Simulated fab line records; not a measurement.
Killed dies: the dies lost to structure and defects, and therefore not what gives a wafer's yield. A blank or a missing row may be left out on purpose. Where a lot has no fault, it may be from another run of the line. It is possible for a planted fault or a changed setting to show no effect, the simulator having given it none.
Chamber matching :: flow berkeley-cmos170 :: 4 sister chambers for UCB170_V1_CMP_02 on cmp-01
The step polishes SiO2. 8 wafers are shown with their chamber, then 7 later ones without.

## EACH WAFER AND ITS CHAMBER
wafer: L148.6
chamber: 1
motor-current-A (A): 15.2
retaining-ring-pressure-frac: 1.003

wafer: L152.1
chamber: 1
motor-current-A (A): 16.0
retaining-ring-pressure-frac: 0.994

wafer: L150.2
chamber: 2
motor-current-A (A): 13.4
retaining-ring-pressure-frac: 1.001

wafer: L149.3
chamber: 3
motor-current-A (A): 17.9
retaining-ring-pressure-frac: 1.003

wafer: L149.4
chamber: 0
motor-current-A (A): 18.3
retaining-ring-pressure-frac: 1.002

wafer: L149.6
chamber: 0
motor-current-A (A): 18.2
retaining-ring-pressure-frac: 0.998

wafer: L157.1
chamber: 3
motor-current-A (A): 17.8
retaining-ring-pressure-frac: 1.002

wafer: L157.2
chamber: 2
motor-current-A (A): 14.5
retaining-ring-pressure-frac: 0.993

## WAFERS WHOSE CHAMBER IS MISSING
wafer: L157.3
motor-current-A (A): 17.1
retaining-ring-pressure-frac: 0.996

wafer: L159.1
motor-current-A (A): 14.3
retaining-ring-pressure-frac: 0.994

wafer: L159.3
motor-current-A (A): 15.6
retaining-ring-pressure-frac: 1.000

wafer: L159.4
motor-current-A (A): 18.1
retaining-ring-pressure-frac: 0.994

wafer: L165.3
motor-current-A (A): 16.1
retaining-ring-pressure-frac: 1.008

wafer: L165.4
motor-current-A (A): 14.4
retaining-ring-pressure-frac: 0.998

wafer: L165.5
motor-current-A (A): 15.7
retaining-ring-pressure-frac: 1.012

## EACH ONE'S CHAMBER
wafer: L157.3
from the rows above: can't be placed: 3 or 0 or 1
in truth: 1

wafer: L159.1
from the rows above: can't be placed: 2 or 1
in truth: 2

wafer: L159.3
from the rows above: 1
in truth: 1

wafer: L159.4
from the rows above: can't be placed: 0 or 3
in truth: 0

wafer: L165.3
from the rows above: can't be placed: 1 or 3
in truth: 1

wafer: L165.4
from the rows above: can't be placed: 2 or 1
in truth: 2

wafer: L165.5
from the rows above: can't be placed: 1 or 2 or 3
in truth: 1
Placed correctly: 1 of 7. These rows do not allow placing 6 (true chamber among the candidates in 6). Placed wrongly: 0.
How it was worked out, from the rows above alone: a wafer's distance from a chamber is the root of the sum, over the readings, of the square of ((its reading less the chamber's mean) divided by the reading's scatter). If the next closest chamber is less than 2 further off than the closest, the wafer can't be placed; otherwise it belongs to the closest. The mean given for a chamber averages the wafers shown for that chamber. The scatter: take each reading less its chamber's mean, square it, sum over the shown wafers, divide by the number of wafers less the number of chambers, and take the root.
